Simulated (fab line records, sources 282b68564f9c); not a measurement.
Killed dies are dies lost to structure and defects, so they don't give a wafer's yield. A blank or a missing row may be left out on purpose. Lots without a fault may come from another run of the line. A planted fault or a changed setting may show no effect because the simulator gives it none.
fab line records | flow rit_cmos
record lots=14 wafers=42 last_day=8
route steps=202 shown NLDD@109 CONTACT@168 M1@188
lots that met no fault: from a run of the same line without faults
start_h: hours from the record's first day to the start of the lot's first wafer shown | wait_h: hours since the lot's step before | " the same as in the row above | L1.1+2: a row that stands for several wafers | - no value, or no start given | * or withheld: withheld | < > ~ a bound
route shown NAME@n: a module of which the file shows steps, and the number in the route of the first | usual: mean/standard deviation of fault-free wafers | same: alike in all rows | chamber/n: place in a boat | sites: the reading at each site | _std_site: their standard deviation | _edge_site: outer sites' mean less inner sites' | radius_mm: how far each site lies from the wafer's centre | mask NAME#n: copy n | behind: the tool/chamber that last shaped the wafer | hold: why the lot was held/for how many hours/how that ended | device: the transistor (n, p or np) that didn't switch | end of line: the same wafers' tests at the end of the route | a step without rows: its recipe alone | killed: dies lost to structure and defects at the first sort, not the wafer's yield | map: a wafer's dies, x killed, . not, _ none there
set.NAME: the setting as run; set.NAME@STEP: as run at that earlier step | model.NAME: the simulator's own value behind a step, which no gauge read
steps of the route over a sample of lots; a table a step, a row a wafer
services: from which hour (start_h, from the record's first day; less than 0 if before it) a tool's chamber was out of use, for how many hours, and why
## steps
# step RIT_NLDD_OVL_MEAS_06
# usual NLDD_OVL=1.1/1.4
# columns lot.wafer tool chamber start_h wait_h NLDD_OVL[nm]
L673.4 overlay-01 - 45.54 - 2.3
L673.5 " - " " 1.9
L673.6 " - " " -0.7
L675.3 overlay-01 - 53.15 - 4.5
L675.5 " - " " 3.9
L675.6 " - " " 4.4
L677.1 overlay-01 - 62.20 - 0.6
L677.4 " - " " 1.2
L677.5 " - " " 2.7
L678.3 overlay-01 - 66.04 - 1.7
L678.5 " - " " 1.7
L678.6 " - " " 1.1
L679.3 overlay-01 - 74.06 - 1.6
L679.4 " - " " 1.9
L679.5 " - " " 1.6
L680.2 overlay-02 - 80.94 - 1.7
L680.5 " - " " 2.1
L680.6 " - " " 2.7
L681.1 overlay-01 - 83.41 - 2.4
L681.5 " - " " 1.2
L681.6 " - " " 1.3
L682.3 overlay-01 - 86.96 - -0.2
L682.4 " - " " -1.5
L682.5 " - " " -0.8
L683.2 overlay-01 - 92.53 - 0.6
L683.3 " - " " -0.2
L683.5 " - " " 0.0
L690.3 overlay-01 - 138.97 - 0.1
L690.4 " - " " 1.8
L690.6 " - " " 0.5
L691.3 overlay-02 - 139.21 - -0.6
L691.4 " - " " 0.2
L691.6 " - " " -0.3
L692.2 overlay-01 - 152.48 - 0.1
L692.3 " - " " 1.8
L692.4 " - " " 0.8
L694.1 overlay-02 - 173.04 - 1.9
L694.3 " - " " 1.4
L694.6 " - " " 2.2
L696.2 overlay-01 - 184.06 - 2.9
L696.3 " - " " 1.7
L696.4 " - " " 4.2
# step RIT_CONTACT_CVD_00
# recipe material=SiO2 target_thk_nm=400 precursor=TEOS temp_c=390 time_s=61 rf_w=400
# usual heater_power_w=293/37 rf_fwd_power_W=396.9/1.5 susceptor_temp_C=389.98/0.21
# columns lot.wafer tool chamber start_h wait_h heater_power_w rf_fwd_power_W susceptor_temp_C
L673.4 pecvd-03 0 55.16 0.0 299 397.3 389.66
L673.5 " 1 " " 348 395.4 390.20
L673.6 " 2 " " 281 397.8 389.91
L675.3 pecvd-04 2 62.37 0.1 283 396.2 390.06
L675.5 " 1 " " 296 394.5 389.90
L675.6 " 0 " " 311 395.7 390.08
L677.1 pecvd-01 2 71.51 0.1 361 398.4 390.53
L677.4 " 0 " " 256 396.5 389.60
L677.5 " 1 " " 281 395.2 389.72
L678.3 pecvd-04 0 75.18 0.0 251 395.0 390.01
L678.5 " 2 " " 215 398.0 389.75
L678.6 " 0 " " 259 398.1 390.24
L679.3 pecvd-03 1 83.31 0.0 351 398.9 390.09
L679.4 " 2 " " 249 397.0 389.80
L679.5 " 1 " " 270 397.8 390.42
L680.2 pecvd-01 0 90.15 0.0 280 399.2 390.06
L680.5 " 1 " " 267 398.3 390.21
L680.6 " 2 " " 353 400.5 390.07
L681.1 pecvd-04 2 92.54 0.1 266 397.0 389.89
L681.5 " 2 " " 284 396.0 389.87
L681.6 " 1 " " 356 392.8 389.93
L682.3 pecvd-03 1 95.87 0.0 327 397.0 389.78
L682.4 " 2 " " 321 394.8 390.12
L682.5 " 0 " " 257 397.0 389.66
L683.2 pecvd-01 1 102.82 0.0 251 396.6 389.90
L683.3 " 0 " " 252 398.0 389.62
L683.5 " 1 " " 252 397.2 389.70
L690.3 pecvd-04 0 148.10 0.0 308 398.5 390.00
L690.4 " 1 " " 299 394.1 390.06
L690.6 " 0 " " 317 398.1 390.29
L691.3 pecvd-01 2 148.34 0.0 311 396.1 390.17
L691.4 " 0 " " 274 399.4 389.77
L691.6 " 2 " " 317 396.4 390.01
L692.2 pecvd-03 1 161.63 0.0 303 397.4 389.80
L692.3 " 2 " " 264 396.4 389.97
L692.4 " 0 " " 257 397.3 389.82
L694.1 pecvd-01 0 182.93 0.1 277 397.3 389.64
L694.3 " 2 " " 324 396.8 390.31
L694.6 " 0 " " 206 396.5 389.81
L696.2 pecvd-04 1 193.69 0.0 348 393.1 390.26
L696.3 " 0 " " 247 396.6 389.93
L696.4 " 0 " " 263 396.7 389.85
# step RIT_CONTACT_ETCH_11
# recipe target_depth_a=4800 over_etch_frac=0.2 stop_on=TiSi2 chemistry=CHF3/CF4/Ar target=SiO2 CHF3_flow_sccm=50 cf4_flow_sccm=10 Ar_flow_sccm=100 O2_flow_sccm=5 pressure_mtorr=100 rf_w=200 time_s=320
# usual O2_flow_sccm=5.000/0.014 chamber_pressure_mTorr=100.01/0.091 drypump_motor_current_A=5.5/0.4 oes_product_au=0.986/0.015 rf_fwd_power_W=199.6/0.59 throttle_valve_pct=8.84/0.11
# same over_etch_frac=0.2
# columns lot.wafer tool chamber start_h wait_h O2_flow_sccm chamber_pressure_mTorr drypump_motor_current_A oes_product_au rf_fwd_power_W rf_hours_counter_h throttle_valve_pct
L673.4 rie_diel-01 1 56.51 0.1 5.015 100.08 5.6 0.969 200.7 85 8.72
L673.5 " 0 " " 4.984 100.03 5.9 0.994 199.4 - 8.98
L673.6 " 3 " " 4.999 100.04 5.7 0.983 199.8 - 8.65
L675.3 rie_diel-03 3 63.88 0.1 4.987 99.86 5.2 0.999 199.7 41 8.81
L675.5 " 1 " " 4.999 100.00 5.6 1.010 199.4 - 8.75
L675.6 " 2 " " 4.994 99.92 5.8 0.997 200.5 - 8.87
L677.1 rie_diel-01 3 72.91 0.1 4.997 100.02 5.7 0.978 199.9 22 8.68
L677.4 " 2 " " 4.991 100.02 6.4 0.974 200.2 100 8.95
L677.5 " 1 " " 4.997 99.97 5.6 0.964 199.6 - 8.74
L678.3 rie_diel-02 1 76.72 0.1 5.001 99.89 5.4 0.984 199.5 65 8.83
L678.5 " 2 " " 5.002 99.95 5.0 1.008 199.2 - 8.83
L678.6 " 1 " " 5.012 99.88 5.4 0.989 200.2 - 8.86
L679.3 rie_diel-02 0 84.69 0.1 4.994 100.01 5.0 0.972 199.8 4 9.01
L679.4 " 1 " " 4.997 99.93 5.4 0.990 199.0 66 8.83
L679.5 " 0 " " 4.999 100.00 5.0 0.984 199.8 - 9.01
L680.2 rie_diel-03 2 91.66 0.1 5.013 100.06 5.8 0.988 200.1 43 8.87
L680.5 " 1 " " 5.015 99.87 5.5 1.010 199.9 - 8.78
L680.6 " 0 " " 4.994 99.98 4.9 0.974 199.9 - 8.91
L681.1 rie_diel-01 3 94.01 0.1 5.016 100.21 5.7 0.978 199.5 23 8.66
L681.5 " 0 " " 5.011 100.12 5.9 0.999 200.1 - 8.98
L681.6 " 3 " " 4.995 100.03 5.8 0.986 200.1 - 8.66
L682.3 rie_diel-03 2 97.30 0.1 5.002 99.95 5.8 0.991 200.0 43 8.87
L682.4 " 3 " " 5.000 99.95 5.3 0.996 199.1 41 8.81
L682.5 " 2 " " 5.011 100.09 5.8 0.988 200.2 - 8.87
L683.2 rie_diel-02 1 104.33 0.1 4.992 100.05 5.4 0.982 200.0 66 8.85
L683.3 " 3 " " 4.985 99.97 5.7 0.973 200.3 26 8.76
L683.5 " 0 " " 4.993 100.09 5.0 0.982 199.1 - 9.02
L690.3 rie_diel-03 2 149.61 0.1 5.006 100.05 5.8 0.989 199.1 44 8.87
L690.4 " 3 " " 4.983 99.95 5.3 1.001 200.1 42 8.83
L690.6 " 3 " " 4.984 100.10 5.3 0.997 199.8 - 8.79
L691.3 rie_diel-01 1 149.85 0.1 4.992 99.80 5.6 0.967 198.8 87 8.72
L691.4 " 0 " " 5.012 99.95 5.9 0.992 199.7 44 8.99
L691.6 " 0 " " 4.990 100.15 5.9 0.998 199.5 - 8.98
L692.2 rie_diel-01 0 163.01 0.1 5.002 99.99 5.9 0.998 200.5 44 8.97
L692.3 " 1 " " 4.971 99.95 5.6 0.968 199.1 87 8.72
L692.4 " 3 " " 5.012 99.89 5.7 0.989 199.1 24 8.68
L694.1 rie_diel-03 3 184.34 0.1 4.994 99.90 5.2 1.000 198.4 43 8.80
L694.3 " 1 " " 4.979 99.99 5.5 1.013 199.4 3 8.77
L694.6 " 0 " " 5.017 99.99 4.9 0.971 199.9 - 8.90
L696.2 rie_diel-01 0 195.63 0.1 5.006 100.11 5.9 1.000 198.4 45 8.98
L696.3 " 3 " " 4.994 100.05 5.8 0.979 198.9 24 8.67
L696.4 " 1 " " 5.030 99.95 5.6 0.959 199.6 87 8.73
# step RIT_M1_COAT_04
# recipe resist=NOVOLAK spin_rpm=2000 resist_thk_nm=1300
# columns lot.wafer tool chamber start_h wait_h
L673.4+5+6 litho_track-03 0 58.12 0.1
L675.3+5+6 litho_track-03 0 65.40 0.1
L677.1+4+5 litho_track-03 0 74.41 0.1
L678.3+5+6 litho_track-03 0 78.23 0.1
L679.3+4+5 litho_track-03 0 86.38 0.1
L680.2+5+6 litho_track-04 0 93.16 0.1
L681.1+5+6 litho_track-03 0 95.59 0.1
L682.3+4+5 litho_track-02 0 98.82 0.1
L683.2+3+5 litho_track-04 0 105.85 0.1
L690.3+4+6 litho_track-03 0 151.12 0.1
L691.3+4+6 litho_track-02 0 151.38 0.1
L692.2+3+4 litho_track-03 0 164.67 0.1
L694.1+3+6 litho_track-04 0 185.82 0.1
L696.2+3+4 litho_track-04 0 197.13 0.1
# step RIT_M1_CD_MEAS_09
# recipe target_cd_nm=2600
# usual cd_nm=2599.4/2.4
# columns lot.wafer tool chamber start_h wait_h cd_nm
L673.4 cd_sem-02 - 58.84 - 2598.3
L673.5 " - " " 2597.9
L673.6 " - " " 2598.1
L675.3 cd_sem-01 - 66.30 - 2600.9
L675.5 " - " " 2601.5
L675.6 " - " " 2600.6
L677.1 cd_sem-01 - 75.14 - 2602.5
L677.4 " - " " 2603.0
L677.5 " - " " 2603.7
L678.3 cd_sem-02 - 78.95 - 2600.3
L678.5 " - " " 2601.3
L678.6 " - " " 2600.4
L679.3 cd_sem-01 - 87.10 - 2598.9
L679.4 " - " " 2600.2
L679.5 " - " " 2602.7
L680.2 cd_sem-02 - 94.12 - 2599.4
L680.5 " - " " 2600.2
L680.6 " - " " 2600.2
L681.1 cd_sem-02 - 96.56 - 2593.1
L681.5 " - " " 2596.0
L681.6 " - " " 2594.3
L682.3 cd_sem-01 - 99.66 - 2599.1
L682.4 " - " " 2600.0
L682.5 " - " " 2598.5
L683.2 cd_sem-01 - 106.70 - 2598.2
L683.3 " - " " 2600.4
L683.5 " - " " 2598.1
L690.3 cd_sem-01 - 151.97 - 2534.2
L690.4 " - " " 2532.1
L690.6 " - " " 2530.8
L691.3 cd_sem-02 - 152.22 - 2597.9
L691.4 " - " " 2599.5
L691.6 " - " " 2599.2
L692.2 cd_sem-01 - 165.40 - 2529.2
L692.3 " - " " 2530.1
L692.4 " - " " 2529.1
L694.1 cd_sem-02 - 186.68 - 2597.3
L694.3 " - " " 2598.9
L694.6 " - " " 2599.7
L696.2 cd_sem-01 - 197.98 - 2600.1
L696.3 " - " " 2598.4
L696.4 " - " " 2598.6
# step RIT_M1_PROBE_99
# usual defect_limited_yield=97.3/1.2 killed_at_contacts=0.1/0.25 killed_at_front_end=7/3.3 killed_dies=7/3.2 killed_open=3.6/2.2 killed_short=3.5/2 sort_bin_3_pad_short=0.2/0.24 sort_bin_5_function=1.5/0.88 sort_bin_6_memory=1.0/0.68 sort_n_pass=257/3.2 sort_yield_pct=97.3/1.2
# same gross_dies=264 killed_at_M0_to_M3=0 killed_at_M4_up=0 killed_at_back_side=0 killed_at_other=0
# columns lot.wafer tool chamber start_h wait_h defect_limited_yield[%] killed_at_contacts killed_at_front_end killed_dies killed_open killed_short sort_bin_3_pad_short[%] sort_bin_5_function[%] sort_bin_6_memory[%] sort_n_pass sort_yield_pct[%]
L673.4 prober-02 - 61.60 0.2 97.0 0 8 8 6 2 0 2.7 0.4 256 97.0
L673.5 prober-02 - 61.65 0.2 97.0 0 8 8 4 4 0 1.9 1.1 256 97.0
L673.6 prober-02 - 61.70 0.2 97.0 0 8 8 5 3 0.4 1.1 1.5 256 97.0
L677.1 prober-02 - 77.80 0.1 97.7 0 6 6 2 4 0.4 1.1 0.8 258 97.7
L677.4 prober-02 - 77.95 0.2 98.1 0 5 5 1 4 0 1.1 0.8 259 98.1
L677.5 prober-02 - 78.00 0.2 98.1 0 5 5 4 1 0 1.1 0.8 259 98.1
L690.3 prober-01 - 154.86 0.2 96.6 0 9 9 4 5 0.8 2.3 0.4 255 96.6
L690.4 prober-01 - 154.91 0.2 96.6 0 9 9 6 3 0 2.7 0.8 255 96.6
L690.6 prober-01 - 155.01 0.2 95.8 0 11 11 6 5 0.8 2.3 1.1 253 95.8
L692.2 prober-01 - 168.10 0.1 97.0 0 8 8 5 3 0.4 1.9 0.8 256 97.0
L692.3 prober-01 - 168.15 0.2 98.5 0 4 4 2 2 0 0.8 0.8 260 98.5
L692.4 prober-01 - 168.20 0.2 95.5 0 12 12 10 2 0.4 3.4 0.8 252 95.5
# killed by level:class
L673.4 FOX2:geometric_particle:open=3 SPACER:geometric_particle:open=2 FOX1:geometric_particle:short=1 FOX1:geometric_particle:open=1 FOX2:geometric_particle:short=1
L673.5 REOX:geometric_particle:short=2 REOX:geometric_particle:open=2 FOX2:geometric_particle:short=1 GATE:geometric_particle:short=1 SPACER:geometric_particle:open=1 SILICIDE:geometric_particle:open=1
L673.6 FOX2:geometric_particle:short=2 GATE:geometric_particle:open=2 FOX2:geometric_particle:open=1 GATE:geometric_particle:short=1 REOX:geometric_particle:open=1 SPACER:geometric_particle:open=1
L677.1 REOX:geometric_particle:short=2 SPACER:geometric_particle:short=2 FOX2:geometric_particle:open=1 SPACER:geometric_particle:open=1
L677.4 REOX:geometric_particle:short=2 FOX1:geometric_particle:short=1 FOX2:geometric_particle:open=1 GATE:geometric_particle:short=1
L677.5 GATE:geometric_particle:open=2 FOX2:geometric_particle:short=1 FOX2:geometric_particle:open=1 SPACER:geometric_particle:open=1
L690.3 GATE:geometric_particle:short=2 SILICIDE:geometric_particle:short=2 SILICIDE:geometric_particle:open=2 FOX1:geometric_particle:short=1 GATE:geometric_particle:open=1 SPACER:geometric_particle:open=1
L690.4 GATE:geometric_particle:open=6 GATE:geometric_particle:short=3
L690.6 GATE:geometric_particle:open=4 SPACER:geometric_particle:short=3 SPACER:geometric_particle:open=2 FOX2:geometric_particle:short=1 REOX:geometric_particle:short=1
L692.2 GATE:geometric_particle:open=2 SPACER:geometric_particle:open=2 FOX1:geometric_particle:short=1 FOX2:geometric_particle:short=1 GATE:geometric_particle:short=1 REOX:geometric_particle:open=1
L692.3 ACTIVE:geometric_particle:short=1 FOX1:geometric_particle:short=1 SPACER:geometric_particle:open=1 SILICIDE:geometric_particle:open=1
L692.4 GATE:geometric_particle:open=4 REOX:geometric_particle:open=4 GATE:geometric_particle:short=1 SPACER:geometric_particle:open=1 SILICIDE:geometric_particle:open=1 SILICIDE:geometric_particle:short=1
## services
# columns tool chamber start_h hours kind
rie_diel-03 1 32.00 3.4 repair
pecvd-01 0 32.39 7.2 repair
rie_diel-03 - 32.82 0.6 repair
pecvd-01 - 36.05 1.1 repair
rie_diel-02 0 44.07 6.1 repair
pecvd-03 - 74.28 2.8 pm
rie_diel-03 0 82.53 1.4 repair
pecvd-03 2 117.49 7.7 repair
rie_diel-01 2 135.91 7.5 repair
pecvd-03 - 140.47 10.9 repair
pecvd-01 1 169.16 21.6 repair
rie_diel-03 - 182.46 1.1 repair
pecvd-01 - 184.54 0.5 repair
## key
first_sign step=RIT_M1_CD_MEAS_09 reading=cd_nm direction=down sigmas=29 usual=2599.4 struck=2530.9
effect none on later readings
met_at RIT_M1_COAT_04
struck_lots L690,L692
not_acting_at RIT_NLDD_OVL_MEAS_06,RIT_CONTACT_CVD_00,RIT_CONTACT_ETCH_11
onset_between 95.59 151.12
fault kind=process_parameter_drift tool=litho_track-03 chamber=- onset_h=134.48 steps=RIT_M1_COAT_04 channel=resist_thk_nm offset=-585 shape=step end_h=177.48 acts_in=these_recipes_only stated=1300
